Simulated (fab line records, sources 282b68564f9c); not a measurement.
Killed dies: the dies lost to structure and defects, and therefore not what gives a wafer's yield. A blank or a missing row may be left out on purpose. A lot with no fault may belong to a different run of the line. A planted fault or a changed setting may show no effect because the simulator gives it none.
fab line records	flow rit-cmos
record: lots: 7	wafers: 21	last-day: 7
route steps=202 shown GATE@96 REOX@98 NLDD@103 M1@202
lots that met no fault: taken from a fault-free run of the same line
start-h: hours from the record's opening day to when the first of the lot's shown wafers began	wait-h: hours from the lot's prior step to this one	" the same as in the row above	L1.1+2: a row that stands for several wafers	- no value present, or no start provided	* or withheld: withheld	< > ~ a bound
route shown NAME@n: NAME is a module with steps in the file, n the number in the route of the first one	usual: mean and standard deviation over wafers with no fault	same: alike in all rows	chamber/n: place in a boat	sites: readings site by site	_std_site: their standard deviation	_edge_site: the outer-site mean with the inner-site mean subtracted	radius-mm: how far each site lies from the wafer's centre	mask NAME#n: copy n	behind: tool/chamber where the wafer was last shaped	hold: why the lot was held/for how many hours/how that ended	device: transistor that didn't switch, given as n, p or np	end of line: the same wafers' tests at the end of the route	step lacking rows: just its recipe	killed: dies that structure and defects cost at the first sort, which is not the same as the wafer's yield	map: a wafer's dies, x killed, . not, _ none there
set.NAME: setting as actually run; set.NAME@STEP: the setting as run at that earlier step	model.NAME: the simulator's own value behind a step, which no gauge read
certain route steps with their lots: each step a table, each wafer a row
services: a tool's chamber out of use, with start hour (start-h, from the record's first day; less than 0 if before it), hours out, and reason
== steps ==
step: RIT_GATE_STRIP_20
recipe: chemistry: O2	time-s: 180	resist: NOVOLAK	platen-temp-c: withheld	power-w: 500	pressure-mtorr: 4000	o2-flow-sccm: 4000
usual: drypump-motor-current-A: 5.7/0.3
lot.wafer	tool	chamber	start-h	wait-h	drypump-motor-current-A	rf-hours-counter-h
L467.2	plasma-asher-03	1	47.52	0.1	5.4	42
L467.3	"	0	"	"	5.8	-
L467.6	"	1	"	"	5.4	-
L469.4	plasma-asher-03	1	57.41	0.1	5.3	-
L469.5	"	0	"	"	5.8	-
L469.6	"	1	"	"	5.3	-
L478.2	plasma-asher-01	0	96.93	0.1	6.2	31
L478.3	"	1	"	"	5.6	-
L478.5	"	1	"	"	5.6	-
L479.1	plasma-asher-01	1	102.63	0.1	5.6	31
L479.2	"	0	"	"	6.2	31
L479.6	"	0	"	"	6.2	-
L480.1	plasma-asher-03	1	106.19	0.1	5.3	49
L480.2	"	0	"	"	5.8	49
L480.4	"	0	"	"	5.8	-
L481.4	plasma-asher-03	0	107.66	0.1	5.8	-
L481.5	"	1	"	"	5.3	-
L481.6	"	0	"	"	5.8	-
L487.1	plasma-asher-01	0	141.57	0.1	6.2	36
L487.2	"	1	"	"	5.6	36
L487.5	"	1	"	"	5.6	-
step: RIT_GATE_CD_MEAS_90
recipe: target-cd-nm: 150
usual: cd-nm: 148.7/2.9
lot.wafer	tool	chamber	start-h	wait-h	cd-nm
L467.2	cd-sem-01	-	47.71	0.1	147.0
L467.3	"	-	"	"	147.1
L467.6	"	-	"	"	147.8
L469.4	cd-sem-01	-	57.58	0.1	151.8
L469.5	"	-	"	"	150.2
L469.6	"	-	"	"	145.9
L478.2	cd-sem-02	-	97.13	0.1	151.4
L478.3	"	-	"	"	149.8
L478.5	"	-	"	"	150.9
L479.1	cd-sem-01	-	102.80	0.1	147.7
L479.2	"	-	"	"	147.7
L479.6	"	-	"	"	146.5
L480.1	cd-sem-02	-	106.37	0.1	149.9
L480.2	"	-	"	"	151.1
L480.4	"	-	"	"	152.0
L481.4	cd-sem-02	-	107.84	0.1	149.0
L481.5	"	-	"	"	149.9
L481.6	"	-	"	"	152.0
L487.1	cd-sem-02	-	141.75	0.1	151.7
L487.2	"	-	"	"	151.9
L487.5	"	-	"	"	152.2
step: RIT_REOX_CLEAN_00
recipe: chemistry: SC1	mix: 3:3:50	time-s: 600	temp-c: 75
step: RIT_REOX_CLEAN_01
recipe: chemistry: dHF	dilution: 50:1	time-s: 30
step: RIT_REOX_CLEAN_02
recipe: chemistry: SC2	mix: 3:3:50	time-s: 600	temp-c: 75	dry: n2-spin
step: RIT_REOX_OXIDATION_03
recipe: temp-c: 900	ambient: O2	target-thk-a: 252	ox-time-s: 5580
step: RIT_REOX_THK_MEAS_04
recipe: reads: SiO2_of_REOX_OXIDATION_03
usual: REOX_OXIDE_THK: 25.1/0.58
lot.wafer	tool	chamber	start-h	wait-h	REOX_OXIDE_THK[nm]
L467.2	film-metro-02	-	51.53	0.0	25.4
L467.3	"	-	"	"	25.7
L467.6	"	-	"	"	25.5
L469.4	film-metro-04	-	61.28	0.0	24.7
L469.5	"	-	"	"	24.5
L469.6	"	-	"	"	24.5
L478.2	film-metro-04	-	101.88	0.0	25.4
L478.3	"	-	"	"	25.4
L478.5	"	-	"	"	25.2
L479.1	film-metro-04	-	105.84	0.0	25.7
L479.2	"	-	"	"	25.9
L479.6	"	-	"	"	25.9
L480.1	film-metro-04	-	110.03	0.0	24.1
L480.2	"	-	"	"	24.3
L480.4	"	-	"	"	23.9
L481.4	film-metro-02	-	112.26	0.0	25.4
L481.5	"	-	"	"	25.1
L481.6	"	-	"	"	24.8
L487.1	film-metro-04	-	144.78	0.0	24.3
L487.2	"	-	"	"	23.9
L487.5	"	-	"	"	24.1
step: RIT_NLDD_HMDS_00
recipe: prime-time-s: 60	prime-temp-c: 140
step: RIT_NLDD_COAT_01
recipe: resist: NOVOLAK	spin-rpm: 3250	resist-thk-nm: 1000
step: RIT_NLDD_SOFTBAKE_02
recipe: resist: NOVOLAK	temp-c: 90	time-s: 60
step: RIT_NLDD_EXPOSE_03
recipe: mask-id: M7	na: 0.57	target-cd-nm: 40700	dose-mj: 250
step: RIT_NLDD_PEB_04
recipe: resist: NOVOLAK	temp-c: withheld	time-s: withheld
step: RIT_NLDD_DEVELOP_05
recipe: resist: NOVOLAK	develop-time-s: 50	dev-temp-c: 23
usual: developer-temp-C: 22.99/0.1	resist-line-temp-C: 23.02/0.11
lot.wafer	tool	chamber	start-h	wait-h	developer-temp-C	resist-line-temp-C
L467.2	litho-track-03	0	52	-	22.99	23.07
L467.3	"	0	"	"	23.05	23.08
L467.6	"	0	"	"	22.99	23.12
L469.4	litho-track-01	0	62	-	22.92	22.91
L469.5	"	0	"	"	22.80	23.03
L469.6	"	0	"	"	22.97	23.05
L478.2	litho-track-01	0	102	-	21.91	23.03
L478.3	"	0	"	"	22.13	23.04
L478.5	"	0	"	"	21.86	22.90
L479.1	litho-track-01	0	106	-	21.94	22.90
L479.2	"	0	"	"	22.06	22.84
L479.6	"	0	"	"	22.07	23.19
L480.1	litho-track-03	0	110	-	23.21	23.11
L480.2	"	0	"	"	23.08	23.23
L480.4	"	0	"	"	23.06	23.04
L481.4	litho-track-01	0	113	-	22.08	23.13
L481.5	"	0	"	"	22.17	22.97
L481.6	"	0	"	"	22.22	22.98
L487.1	litho-track-03	0	145	-	23.12	22.96
L487.2	"	0	"	"	23.03	22.99
L487.5	"	0	"	"	23.16	22.88
step: RIT_NLDD_OVL_MEAS_06
usual: NLDD_OVL: 0.3/1.3
lot.wafer	tool	chamber	start-h	wait-h	NLDD_OVL[nm]
L467.2	overlay-02	-	52.43	-	0.6
L467.3	"	-	"	"	-0.6
L467.6	"	-	"	"	-0.5
L469.4	overlay-02	-	62.30	-	-2.0
L469.5	"	-	"	"	-0.2
L469.6	"	-	"	"	0.4
L478.2	overlay-02	-	102.80	-	0.2
L478.3	"	-	"	"	-0.5
L478.5	"	-	"	"	-1.1
L479.1	overlay-02	-	106.87	-	0.7
L479.2	"	-	"	"	1.7
L479.6	"	-	"	"	2.1
L480.1	overlay-01	-	110.94	-	-0.2
L480.2	"	-	"	"	-0.9
L480.4	"	-	"	"	0.6
L481.4	overlay-01	-	113.51	-	1.9
L481.5	"	-	"	"	1.1
L481.6	"	-	"	"	0.0
L487.1	overlay-02	-	145.69	-	3.0
L487.2	"	-	"	"	2.2
L487.5	"	-	"	"	2.0
step: RIT_M1_PROBE_99
usual: killed_at_M0_to_M3: 0.0/0.14	killed-at-contacts: 0.0/0.23	killed-at-front-end: 7/3.1	killed-dies: 7/3.1	killed-open: 3.3/2	killed-short: 3.5/1.9
same: gross-dies: 264	killed_at_M4_up: 0	killed-at-back-side: 0	killed-at-other: 0
lot.wafer	tool	chamber	start-h	wait-h	killed_at_M0_to_M3	killed-at-contacts	killed-at-front-end	killed-dies	killed-open	killed-short
L467.2	prober-02	-	68.26	0.1	0	0	9	9	5	4
L467.3	prober-02	-	68.31	0.2	0	0	9	9	4	5
L467.6	prober-02	-	68.46	0.2	0	0	8	8	2	6
L469.4	prober-02	-	77.59	0.2	0	0	8	8	1	7
L469.5	prober-02	-	77.64	0.2	0	0	13	13	3	10
L469.6	prober-02	-	77.69	0.2	0	0	3	3	2	1
L478.2	prober-01	-	118.58	0.1	0	0	5	5	3	2
L478.3	prober-01	-	118.63	0.2	0	0	8	8	3	4
L478.5	prober-01	-	118.73	0.2	0	0	5	5	1	4
L479.1	prober-02	-	122.75	0.1	0	0	10	10	6	4
L479.2	prober-02	-	122.80	0.1	0	0	6	6	4	2
L479.6	prober-02	-	123.00	0.2	0	0	7	7	3	4
L480.1	prober-01	-	127.48	0.1	1	0	9	10	4	5
L480.2	prober-01	-	127.53	0.1	0	1	7	8	4	4
L480.4	prober-01	-	127.63	0.2	0	0	3	3	2	1
L481.4	prober-02	-	129.54	0.2	0	0	4	4	3	1
L481.5	prober-02	-	129.59	0.2	0	1	4	5	4	1
L481.6	prober-02	-	129.64	0.2	0	0	6	6	2	4
L487.1	prober-02	-	161.54	0.1	0	0	8	8	2	6
L487.2	prober-02	-	161.59	0.1	0	0	4	4	1	3
L487.5	prober-02	-	161.74	0.2	1	0	2	3	1	2
killed by level:class
L467.2 FOX1:geometric-particle:short=2 GATE:geometric-particle:open=2 SPACER:geometric-particle:open=2 REOX:geometric-particle:open=1 REOX:geometric-particle:short=1 SPACER:geometric-particle:short=1
L467.3 GATE:geometric-particle:short=3 FOX2:geometric-particle:open=2 SPACER:geometric-particle:short=2 REOX:geometric-particle:open=1 SPACER:geometric-particle:open=1
L467.6 SPACER:geometric-particle:short=3 FOX1:geometric-particle:short=2 FOX1:geometric-particle:open=1 GATE:geometric-particle:short=1 SPACER:geometric-particle:open=1
L469.4 GATE:geometric-particle:short=3 FOX1:geometric-particle:short=1 FOX1:geometric-particle:open=1 FOX2:geometric-particle:short=1 REOX:geometric-particle:short=1 SPACER:geometric-particle:short=1
L469.5 GATE:geometric-particle:short=4 GATE:geometric-particle:open=2 SPACER:geometric-particle:short=2 ACTIVE:geometric-particle:short=1 FOX2:geometric-particle:short=1 REOX:geometric-particle:short=1 SILICIDE:geometric-particle:open=1 SILICIDE:geometric-particle:short=1
L469.6 GATE:geometric-particle:short=1 GATE:geometric-particle:open=1 SPACER:geometric-particle:open=1
L478.2 SILICIDE:geometric-particle:open=2 FOX1:geometric-particle:short=1 FOX1:geometric-particle:open=1 FOX2:geometric-particle:short=1
L478.3 FOX2:geometric-particle:short=2 SILICIDE:geometric-particle:open=2 FOX1:geometric-particle:open=1 FOX1:geometric-particle:short=1 GATE:geometric-particle:short=1 NWELL:coat-microbubble-printed=1
L478.5 FOX1:geometric-particle:short=2 REOX:geometric-particle:open=1 REOX:geometric-particle:short=1 SPACER:geometric-particle:short=1
L479.1 SILICIDE:geometric-particle:open=2 FOX1:geometric-particle:open=1 FOX1:geometric-particle:short=1 GATE:geometric-particle:open=1 REOX:geometric-particle:short=1 REOX:geometric-particle:open=1 SPACER:geometric-particle:open=1 SPACER:geometric-particle:short=1
L479.2 GATE:geometric-particle:open=2 FOX1:geometric-particle:open=1 REOX:geometric-particle:short=1 REOX:geometric-particle:open=1 SPACER:geometric-particle:short=1
L479.6 GATE:geometric-particle:open=3 GATE:geometric-particle:short=2 SPACER:geometric-particle:short=1 SILICIDE:geometric-particle:short=1
L480.1 GATE:geometric-particle:short=2 SPACER:geometric-particle:short=2 FOX1:geometric-particle:open=1 FOX1:geometric-particle:short=1 GATE:geometric-particle:open=1 SPACER:geometric-particle:open=1 SILICIDE:geometric-particle:open=1 M1:coat-microbubble-printed=1
L480.2 GATE:geometric-particle:short=2 SPACER:geometric-particle:short=2 FOX1:geometric-particle:open=1 REOX:geometric-particle:open=1 SILICIDE:geometric-particle:open=1 CONTACT:geometric-particle:open=1
L480.4 FOX1:geometric-particle:open=1 FOX1:geometric-particle:short=1 GATE:geometric-particle:open=1
L481.4 GATE:geometric-particle:open=2 FOX1:geometric-particle:open=1 REOX:geometric-particle:short=1
L481.5 SPACER:geometric-particle:open=3 REOX:geometric-particle:short=1 CONTACT:geometric-particle:open=1
L481.6 FOX1:geometric-particle:open=1 GATE:geometric-particle:short=1 GATE:geometric-particle:open=1 REOX:geometric-particle:short=1 SPACER:geometric-particle:short=1 SILICIDE:geometric-particle:short=1
L487.1 GATE:geometric-particle:short=2 FOX1:geometric-particle:short=1 GATE:geometric-particle:open=1 REOX:geometric-particle:open=1 REOX:geometric-particle:short=1 SPACER:geometric-particle:short=1 SILICIDE:geometric-particle:short=1
L487.2 GATE:geometric-particle:short=1 REOX:geometric-particle:short=1 SPACER:geometric-particle:short=1 SPACER:geometric-particle:open=1
L487.5 FOX2:geometric-particle:open=1 GATE:geometric-particle:short=1 M1:geometric-particle:short=1
== services ==
tool	chamber	start-h	hours	kind
plasma-asher-01	-	39.76	1.2	repair
plasma-asher-03	-	141.43	21.0	repair
== key ==
first-sign: step: RIT_NLDD_DEVELOP_05	reading: developer-temp-C	direction: down	sigmas: 9.3	usual: *	struck: *
effect none on later readings
met-at RIT_NLDD_DEVELOP_05
struck-wafers L478.2,L478.3,L478.5,L479.1,L479.2,L479.6,L481.4,L481.5,L481.6
tester-left-out L478,L479,L481
onset-between 62 102
fault: kind: process-parameter-drift	tool: litho-track-01	chamber: -	onset-h: 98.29	steps: RIT_NLDD_DEVELOP_05	channel: dev-temp-c	offset: *	shape: step	end-h: 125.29	acts-in: *	stated: *
tester-left-out: of these lots the tester's yield and bins aren't shown, on N5 and GAA mostly nor the transistor test; their killed dies are dies lost to structure and defects alone, not to doping, threshold or leakage, so they don't give the yield
